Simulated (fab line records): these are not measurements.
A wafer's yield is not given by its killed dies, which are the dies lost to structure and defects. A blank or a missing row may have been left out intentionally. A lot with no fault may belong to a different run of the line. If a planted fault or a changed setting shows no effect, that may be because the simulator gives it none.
What tool caused it? + flow ritCmos + 14 lots with 42 wafers sampled at 5 steps, on a route of 202 steps

WHAT THE GAUGES READ, wafer by wafer
RIT_ACTIVE_BOW_MEAS_00.
| lot  | measured    | on           | INCOMING_BOW (um) |
|------|-------------|--------------|-------------------|
| L378 | day 1 10:01 | filmMetro-03 | 3 4 10            |
| L379 | day 1 15:00 | filmMetro-02 | -3 -2 3           |
| L381 | day 2 01:01 | filmMetro-01 | -2 -12 -2         |
| L382 | day 2 06:02 | filmMetro-01 | 2 1 -2            |
| L383 | day 2 11:00 | filmMetro-01 | 6 -4 6            |
| L384 | day 2 16:02 | filmMetro-01 | 9 -3 -5           |
| L385 | day 2 21:00 | filmMetro-02 | -3 3 5            |
| L386 | day 3 02:00 | filmMetro-03 | 0 0 6             |
| L388 | day 3 12:01 | filmMetro-03 | 2 -4 0            |
| L390 | day 3 22:02 | filmMetro-02 | -4 4 3            |
| L395 | day 4 23:01 | filmMetro-03 | -1 -9 -4          |
| L399 | day 5 19:04 | filmMetro-01 | 5 3 -1            |
| L400 | day 6 00:01 | filmMetro-02 | -11 -7 -5         |
| L401 | day 6 05:01 | filmMetro-02 | 2 13 -3           |

RIT_ACTIVE_THK_MEAS_04.
| lot  | measured    | on           | ACTIVE_NITRIDE_THK (nm) |
|------|-------------|--------------|-------------------------|
| L378 | day 1 15:02 | filmMetro-03 | 149.0 148.4 148.8       |
| L379 | day 1 21:00 | filmMetro-02 | 147.3 147.3 147.6       |
| L381 | day 2 04:32 | filmMetro-01 | 149.4 151.3 149.9       |
| L382 | day 2 11:40 | filmMetro-03 | 152.1 151.2 152.1       |
| L383 | day 2 15:31 | filmMetro-02 | 151.5 150.9 151.7       |
| L384 | day 2 21:14 | filmMetro-02 | 150.9 151.3 150.9       |
| L385 | day 3 01:44 | filmMetro-01 | 149.5 149.8 151.6       |
| L386 | day 3 07:13 | filmMetro-03 | 149.8 150.7 150.0       |
| L388 | day 3 19:26 | filmMetro-02 | 149.3 148.1 149.3       |
| L390 | day 4 01:33 | filmMetro-02 | 150.8 151.4 151.8       |
| L395 | day 5 07:01 | filmMetro-02 | 150.9 151.7 149.9       |
| L399 | day 6 04:06 | filmMetro-02 | 149.8 150.5 149.2       |
| L400 | day 6 09:05 | filmMetro-03 | 150.7 151.0 149.4       |
| L401 | day 6 16:35 | filmMetro-01 | 150.4 149.3 149.9       |

RIT_FOX2_THK_MEAS_90.
| lot  | measured    | on           | FIELD_OXIDE_LEFT_1_THK (nm) |
|------|-------------|--------------|-----------------------------|
| L378 | day 1 22:20 | filmMetro-04 | 326 322 325                 |
| L379 | day 2 05:14 | filmMetro-04 | 329 326 325                 |
| L381 | day 2 12:44 | filmMetro-01 | 329 331 333                 |
| L382 | day 2 21:06 | filmMetro-03 | 325 322 335                 |
| L383 | day 2 23:28 | filmMetro-04 | 328 327 328                 |
| L384 | day 3 02:55 | filmMetro-03 | 327 331 337                 |
| L385 | day 3 16:02 | filmMetro-04 | 324 326 324                 |
| L386 | day 3 19:29 | filmMetro-01 | 327 324 326                 |
| L388 | day 4 03:09 | filmMetro-04 | 339 334 348                 |
| L390 | day 4 09:44 | filmMetro-03 | 324 322 321                 |
| L395 | day 5 16:10 | filmMetro-04 | 324 321 327                 |
| L399 | day 6 13:20 | filmMetro-03 | 331 324 323                 |
| L400 | day 6 19:40 | filmMetro-01 | 319 315 318                 |
| L401 | day 7 05:14 | filmMetro-04 | 321 322 322                 |

RIT_PWELL_TW_MEAS_10.
| lot  | measured    | on           | PWELL_TW       |
|------|-------------|--------------|----------------|
| L378 | day 2 01:53 | filmMetro-04 | 962 964 963    |
| L379 | day 2 08:43 | filmMetro-04 | 965 962 968    |
| L381 | day 2 15:57 | filmMetro-04 | 969 965 965    |
| L382 | day 3 00:19 | filmMetro-02 | 969 964 972    |
| L383 | day 3 02:56 | filmMetro-02 | 964 968 970    |
| L384 | day 3 06:21 | filmMetro-02 | 971 967 967    |
| L385 | day 3 19:16 | filmMetro-04 | 965 964 970    |
| L386 | day 3 22:43 | filmMetro-04 | 961 968 968    |
| L388 | day 4 06:28 | filmMetro-04 | 973 971 969    |
| L390 | day 4 12:50 | filmMetro-04 | 963 975 967    |
| L395 | day 5 19:32 | filmMetro-04 | 969 971 966    |
| L399 | day 6 16:34 | filmMetro-02 | 2033 2027 2040 |
| L400 | day 6 22:49 | filmMetro-01 | 2014 2019 2012 |
| L401 | day 7 08:20 | filmMetro-02 | 967 953 961    |

WHAT TOOL EACH LOT RAN ON (gives the tool, then ch and the chambers of the sampled wafers, and finally the start)
| lot  | RIT_NWELL_COAT_01               |
|------|---------------------------------|
| L378 | lithoTrack-02 ch 0, day 1 22:38 |
| L379 | lithoTrack-01 ch 0, day 2 05:27 |
| L381 | lithoTrack-02 ch 0, day 2 12:58 |
| L382 | lithoTrack-04 ch 0, day 2 21:20 |
| L383 | lithoTrack-04 ch 0, day 2 23:40 |
| L384 | lithoTrack-01 ch 0, day 3 03:14 |
| L385 | lithoTrack-01 ch 0, day 3 16:15 |
| L386 | lithoTrack-01 ch 0, day 3 19:42 |
| L388 | lithoTrack-04 ch 0, day 4 03:22 |
| L390 | lithoTrack-02 ch 0, day 4 09:59 |
| L395 | lithoTrack-02 ch 0, day 5 16:24 |
| L399 | lithoTrack-04 ch 0, day 6 13:35 |
| L400 | lithoTrack-04 ch 0, day 6 19:54 |
| L401 | lithoTrack-01 ch 0, day 7 05:27 |
- RIT_NWELL_COAT_01: resist thk 1300 nm.

AS READ BY THE TOOLS THEMSELVES (means over the sampled wafers that have a number; for cases with no such wafer, the mark the record gives instead)
RIT_NWELL_COAT_01.
| lot  | tool          | chillPlateTempC (C) |
|------|---------------|---------------------|
| L378 | lithoTrack-02 | 22.94               |
| L379 | lithoTrack-01 | 23.17               |
| L381 | lithoTrack-02 | 23.03               |
| L382 | lithoTrack-04 | 23.17               |
| L383 | lithoTrack-04 | 23.05               |
| L384 | lithoTrack-01 | 23.16               |
| L385 | lithoTrack-01 | 23.02               |
| L386 | lithoTrack-01 | 23.02               |
| L388 | lithoTrack-04 | 22.97               |
| L390 | lithoTrack-02 | 23.09               |
| L395 | lithoTrack-02 | 22.83               |
| L399 | lithoTrack-04 | 23.00               |
| L400 | lithoTrack-04 | 23.10               |
| L401 | lithoTrack-01 | 23.10               |

THE ANSWER, worked out from the rows above alone
Rule: what is usual is taken from the lots themselves. The widest of any qualifying gaps counts: lots, ordered by their means at a reading, are off when they make up no more than a third of the lots, leave a main group of 4 or more, and stand apart from it by 3 or more times the standard deviation of that group's means. The tables above print the reading to a certain number of digits; a main group whose means all agree to those digits is not used. A lot without any number at a reading at which 4 lots or more have one is off too. Where the step has rows for the other lots, those lots are counted as sound. After the gauges, taken in route order, come the tools' own readings; for these a lot's mean is taken, as printed above. At the first step where some lot is off, the reading lying furthest off is the one used; lots without a number count as furthest.
Off: at RIT_PWELL_TW_MEAS_10 (PWELL_TW), L399, L400. Mean 967 and standard deviation 2.7 in the main group.
If a tool, at a process step before that reading, ran all the lots that are off and no sound lot after the first of them, it fits. The gauges at RIT_PWELL_TW_MEAS_10 are tried like those tools. One fits: lithoTrack-04 at RIT_NWELL_COAT_01. A fault onset in the window from L388 (day 4 03:22, its last sound lot) to L399 (day 6 13:35, its first lot off) fits.

WHAT THE SIMULATOR HAD INSERTED
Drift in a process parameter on lithoTrack-04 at RIT_NWELL_COAT_01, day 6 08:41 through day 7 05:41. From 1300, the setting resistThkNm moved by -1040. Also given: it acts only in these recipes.
Shown lots that were struck: L399, L400. The rule given above showed the same thing.
